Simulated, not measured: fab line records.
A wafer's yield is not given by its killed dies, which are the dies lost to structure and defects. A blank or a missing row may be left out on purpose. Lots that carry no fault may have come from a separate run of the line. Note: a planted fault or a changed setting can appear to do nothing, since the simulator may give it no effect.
Which tool is to blame?	flow ritCmos	14 lots with 42 wafers sampled at 4 steps, on a route of 202 steps

WHAT EACH GAUGE READ, for each wafer
RIT_GATE_OVL_MEAS_17. Usual: GATE_OVL typically reads 0.6 nm, with standard deviation 1.5.
lot	measured	on	GATE_OVL (nm)	flag
L944	day 2 18:07	overlay-02	-1.0 1.2 0.4	
L946	day 3 00:38	overlay-02	3.9 1.2 1.2	
L947	day 3 07:38	overlay-02	-1.6 -1.4 -0.7	
L948	day 3 09:16	overlay-02	0.6 -0.3 0.3	
L949	day 3 15:05	overlay-02	1.1 -0.4 -1.7	
L953	day 4 10:34	overlay-02	-1.1 0.0 -1.5	
L956	day 5 02:11	overlay-01	0.5 -0.7 1.4	
L957	day 5 07:06	overlay-01	-2.2 -0.6 -0.3	
L958	day 5 11:39	overlay-01	2.2 2.7 4.9	
L962	day 6 06:50	overlay-02	3.4 3.1 0.6	
L963	day 6 12:00	overlay-01	1.6 1.5 0.2	
L965	day 6 22:48	overlay-01	0.7 0.9 0.1	
L966	day 7 02:46	overlay-02	2.4 1.7 1.8	
L967	day 7 08:30	overlay-01	-1.3 2.1 0.6	

RIT_PSD_OVL_MEAS_06. Usual: PSD_OVL typically reads 0.5 nm, with standard deviation 1.6.
lot	measured	on	PSD_OVL (nm)	flag
L944	day 3 05:40	overlay-02	-0.3 0.0 -0.3	
L946	day 3 12:35	overlay-02	-150.7 -150.9 -149.6	OFF
L947	day 3 19:04	overlay-02	-150.2 -149.4 -148.5	OFF
L948	day 3 20:58	overlay-02	-149.6 -150.4 -150.2	OFF
L949	day 4 03:38	overlay-02	-149.5 -149.9 -150.7	OFF
L953	day 4 22:35	overlay-01	2.5 1.1 3.8	
L956	day 5 14:04	overlay-01	1.8 0.9 0.6	
L957	day 5 18:43	overlay-02	0.6 2.0 0.7	
L958	day 5 23:35	overlay-01	1.8 1.8 1.0	
L962	day 6 18:43	overlay-02	0.5 3.0 0.9	
L963	day 6 23:54	overlay-02	1.3 1.9 0.7	
L965	day 7 10:09	overlay-01	-0.2 3.2 -0.4	
L966	day 7 15:22	overlay-02	1.4 0.7 2.3	
L967	day 7 19:56	overlay-01	4.3 4.2 3.3	

WHAT TOOL EACH LOT RAN ON (gives the tool, then ch and the chambers of the sampled wafers, and finally the start)
lot	RIT_PLDD_STRIP_09	RIT_PSD_EXPOSE_03
L944	plasmaAsher-04 ch 0,1, day 3 00:25	ilineStepper-02 ch 0, day 3 05:17
L946	plasmaAsher-04 ch 0,1, day 3 07:25	ilineStepper-02 ch 0, day 3 12:10
L947	plasmaAsher-04 ch 0,1, day 3 13:56	ilineStepper-02 ch 0, day 3 18:41
L948	plasmaAsher-02 ch 0,1, day 3 15:56	ilineStepper-02 ch 0, day 3 20:35
L949	plasmaAsher-01 ch 0,1, day 3 22:35	ilineStepper-02 ch 0, day 4 03:14
L953	plasmaAsher-04 ch 0,1, day 4 17:04	ilineStepper-01 ch 0, day 4 22:12
L956	plasmaAsher-04 ch 0,1, day 5 08:43	ilineStepper-01 ch 0, day 5 13:38
L957	plasmaAsher-01 ch 0,1, day 5 13:34	ilineStepper-01 ch 0, day 5 18:19
L958	plasmaAsher-01 ch 0,1, day 5 18:30	ilineStepper-01 ch 0, day 5 23:13
L962	plasmaAsher-01 ch 0,1, day 6 13:22	ilineStepper-01 ch 0, day 6 18:19
L963	plasmaAsher-04 ch 0,1, day 6 18:38	ilineStepper-01 ch 0, day 6 23:31
L965	plasmaAsher-02 ch 0,1, day 7 05:01	ilineStepper-01 ch 0, day 7 09:45
L966	plasmaAsher-04 ch 0,1, day 7 10:08	ilineStepper-01 ch 0, day 7 14:59
L967	plasmaAsher-01 ch 0,1, day 7 14:52	ilineStepper-01 ch 0, day 7 19:29
- RIT_PLDD_STRIP_09: strips in O2, time 180 s.
- RIT_PSD_EXPOSE_03: exposes mask M10, target cd 40900 nm.

AS READ BY THE TOOLS THEMSELVES (means over the sampled wafers that have a number; for cases with no such wafer, the mark the record gives instead)
RIT_PLDD_STRIP_09. Usual: 5.6 A for drypumpMotorCurrentA, sd 0.45.
lot	tool	drypumpMotorCurrentA (A)	flag
L944	plasmaAsher-04	5.7	
L946	plasmaAsher-04	5.7	
L947	plasmaAsher-04	5.7	
L948	plasmaAsher-02	6.0	
L949	plasmaAsher-01	5.3	
L953	plasmaAsher-04	5.7	
L956	plasmaAsher-04	5.7	
L957	plasmaAsher-01	5.7	
L958	plasmaAsher-01	5.7	
L962	plasmaAsher-01	5.7	
L963	plasmaAsher-04	5.4	
L965	plasmaAsher-02	6.0	
L966	plasmaAsher-04	5.4	
L967	plasmaAsher-01	5.7	

RIT_PSD_EXPOSE_03. Usual: focusOffsetNm 0.0 nm, standard deviation 0.58; reticleTempC 22.99 C, standard deviation 0.1.
lot	tool	focusOffsetNm (nm)	reticleTempC (C)	flag
L944	ilineStepper-02	-0.1	23.09	
L946	ilineStepper-02	0.1	22.98	
L947	ilineStepper-02	0.2	22.95	
L948	ilineStepper-02	0.3	22.91	
L949	ilineStepper-02	0.1	22.89	
L953	ilineStepper-01	-0.4	22.97	
L956	ilineStepper-01	-0.2	22.96	
L957	ilineStepper-01	-0.6	23.06	
L958	ilineStepper-01	-0.2	22.83	
L962	ilineStepper-01	0.8	22.87	
L963	ilineStepper-01	-0.1	22.94	
L965	ilineStepper-01	-0.6	23.03	
L966	ilineStepper-01	0.2	23.02	
L967	ilineStepper-01	0.0	23.07	

THE ANSWER, worked out from the rows above alone
Rule: take the mean of a lot's wafers that have a number; if it is more than 3 standard deviations from the usual mean, the lot is off. Also off: a lot with no number at a reading for which 4 or more lots have one. The other lots that the step has rows for count as sound. Order of review: gauges by route order, followed by the tools' own readings, for which a lot's mean as printed above is used. At the first step where some lot is off, the reading lying furthest off is the one used; lots without a number count as furthest.
Off: L946, L947, L948, L949, at RIT_PSD_OVL_MEAS_06 (PSD_OVL).
A tool fits if, at a process step before that reading, it ran every lot that is off, and no sound lot after the first of them. The gauges at RIT_PSD_OVL_MEAS_06 are tried like those tools. One fits: RIT_PSD_EXPOSE_03 on ilineStepper-02. Its last sound lot is L944 (day 3 05:17), its first lot that is off L946 (day 3 12:10): a fault that began between those two fits.

WHAT WAS PUT IN BY THE SIMULATOR
Scanner matching overlay: ilineStepper-02, from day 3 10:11 on, at RIT_PSD_EXPOSE_03. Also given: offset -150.
Lots struck among those shown: L946, L947, L948, L949. The same result came from the rule above.
